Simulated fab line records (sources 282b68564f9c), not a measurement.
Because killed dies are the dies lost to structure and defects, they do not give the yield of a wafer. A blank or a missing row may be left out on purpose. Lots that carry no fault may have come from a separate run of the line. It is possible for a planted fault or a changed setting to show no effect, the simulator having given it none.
Chamber matching    flow ritCmos    RIT_SPACER_ETCHBACK_05 on rieDiel-01 has 4 sister chambers
The step etches Si3N4 in SF6/CHF3, stops on SiO2, target depth 250 nm, time 240 s. 4 wafers are shown with their chamber, then 7 later ones without.

WAFERS, EACH WITH ITS CHAMBER
wafer   chamber  throttleValvePct (%)
L815.5  0        10.15
L815.6  1        10.54
L818.2  2        10.10
L818.3  3        10.37

WAFERS WITH NO CHAMBER GIVEN
wafer   throttleValvePct (%)
L818.5  10.37
L819.1  10.56
L819.2  10.37
L819.3  10.12
L821.1  10.17
L821.2  10.36
L821.3  10.55

THE CHAMBER EACH PASSED THROUGH
wafer   from the rows above      in truth
L818.5  3                        3
L819.1  1                        1
L819.2  3                        3
L819.3  can't be placed: 2 or 0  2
L821.1  0                        0
L821.2  3                        3
L821.3  1                        1
Correctly placed: 6 of 7. These rows do not allow placing 1 (true chamber among the candidates in 1). 0 placed wrongly.
How it was worked out, from the rows above alone: a wafer's distance from a chamber is the root of the sum, over the readings, of the square of ((its reading less the chamber's mean) divided by the reading's scatter). The wafer belongs to the nearest chamber; if the next one is less than 2 further off, it can't be placed. For every chamber, the mean is computed from those of its wafers that are shown. The scatter: with one shown wafer a chamber, the root of the mean of the squares of how far each hidden wafer lies from its nearest shown one.
